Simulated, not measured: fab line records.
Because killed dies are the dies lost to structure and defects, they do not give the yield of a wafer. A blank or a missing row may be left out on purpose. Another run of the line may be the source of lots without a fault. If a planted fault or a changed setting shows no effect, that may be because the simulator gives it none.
Which tool is to blame?    flow berkeley cmos170    7 lots, 21 wafers sampled, at 2 steps of a route of 331

== WHAT EACH GAUGE READ, for each wafer ==
UCB170_M3_RS_MEAS_02: a four-point-probe measurement.
lot   measured      on             M3_AL_RS (ohm/sq)
L948  day 9 10:19   film metro-02  0.0320 0.0320 0.0330
L952  day 10 06:49  film metro-04  0.0326 0.0326 0.0327
L954  day 10 09:40  film metro-04  0.0322 0.0322 0.0325
L960  day 11 16:37  film metro-02  0.0322 0.0320 0.0321
L961  day 11 20:13  film metro-03  0.0322 0.0324 0.0324
L962  day 12 12:17  film metro-04  0.0703 0.0673 0.0658
L969  day 13 00:20  film metro-03  0.0320 0.0325 0.0319

== WHICH TOOL RAN EACH LOT (tool, then ch and the chambers of the sampled wafers, then the start) ==
lot   UCB170_M3_SPUTTER_01
L948  pvd sputter-01, day 9 10:13
L952  pvd sputter-04, day 10 06:41
L954  pvd sputter-04, day 10 09:33
L960  pvd sputter-02, day 11 16:31
L961  pvd sputter-01, day 11 20:08
L962  pvd sputter-01, day 12 12:10
L969  pvd sputter-02, day 13 00:14
- UCB170_M3_SPUTTER_01: material Al, target thk 900 nm, time 120 s.

== THE ANSWER, worked out from the rows above alone ==
Rule: what is usual is taken from the lots themselves. The widest of any qualifying gaps counts: lots, ordered by their means at a reading, are off when they make up no more than a third of the lots, leave a main group of 4 or more, and stand apart from it by 3 or more times the standard deviation of that group's means. The tables above print the reading to a certain number of digits; a main group whose means all agree to those digits is not used. A lot without any number at a reading at which 4 lots or more have one is off too. Any other lot the step has rows for is counted as sound.
Off: L962, seen at UCB170_M3_RS_MEAS_02 (M3_AL_RS). Main group: mean 0.0323 ohm/sq, sd 0.00017.
A tool fits if, at a process step before that reading, it ran every lot that is off, and no sound lot after the first of them. The gauges at UCB170_M3_RS_MEAS_02 are tried like those tools. This does not decide it: 2 tools fit, namely pvd sputter-01 at UCB170_M3_SPUTTER_01 and film metro-04 at UCB170_M3_RS_MEAS_02.

== WHAT WAS PUT IN BY THE SIMULATOR ==
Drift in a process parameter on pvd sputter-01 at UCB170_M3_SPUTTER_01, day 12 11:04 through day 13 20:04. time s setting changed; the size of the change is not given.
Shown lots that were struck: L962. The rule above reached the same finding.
